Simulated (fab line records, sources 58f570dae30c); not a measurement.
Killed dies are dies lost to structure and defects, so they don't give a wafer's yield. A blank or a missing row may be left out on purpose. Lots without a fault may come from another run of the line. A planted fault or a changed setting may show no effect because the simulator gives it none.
Chamber matching | flow berkeley_cmos170 | UCB170_GATE_ETCH_15 on rie_si-02: 4 sister chambers
The step etches poly-Si in HBr/Cl2, stops on SiO2, time 56.3 s, target depth 278.2 nm. 8 wafers are shown with their chamber, then 8 later ones without.

WAFERS WITH THEIR CHAMBER
wafer  | chamber | throttle_valve_pct (%) | drypump_motor_current_A (A)
L301.2 | 3       | 26.62                  | 5.9
L307.6 | 2       | 26.88                  | 5.9
L308.1 | 3       | 26.60                  | 6.0
L308.3 | 2       | 26.89                  | 5.8
L312.5 | 1       | 26.42                  | 6.6
L313.2 | 0       | 26.49                  | 5.6
L313.3 | 1       | 26.44                  | 6.6
L316.1 | 0       | 26.50                  | 5.6

WAFERS WITHOUT THEIR CHAMBER
wafer  | throttle_valve_pct (%) | drypump_motor_current_A (A)
L316.2 | 26.89                  | 5.8
L316.6 | 26.62                  | 5.9
L322.3 | 26.87                  | 5.8
L322.4 | 26.61                  | 5.9
L322.6 | 26.89                  | 5.8
L323.1 | 26.88                  | 5.8
L323.3 | 26.43                  | 6.6
L323.4 | 26.60                  | 5.9

WHICH CHAMBER EACH WENT THROUGH
wafer  | from the rows above | in truth
L316.2 | 2                   | 2
L316.6 | 3                   | 3
L322.3 | 2                   | 2
L322.4 | 3                   | 3
L322.6 | 2                   | 2
L323.1 | 2                   | 2
L323.3 | 1                   | 1
L323.4 | 3                   | 3
Placed correctly: 8 of 8. Can't be placed from these rows: 0. Placed wrongly: 0.
How it was worked out, from the rows above alone: a wafer's distance from a chamber is the root of the sum, over the readings, of the square of ((its reading less the chamber's mean) divided by the reading's scatter). The wafer belongs to the nearest chamber; if the next one is less than 2 further off, it can't be placed. A chamber's mean is the mean of its shown wafers. The scatter: the root of (the sum of the squares of (reading less its chamber's mean) over the shown wafers, divided by (wafers less chambers)).
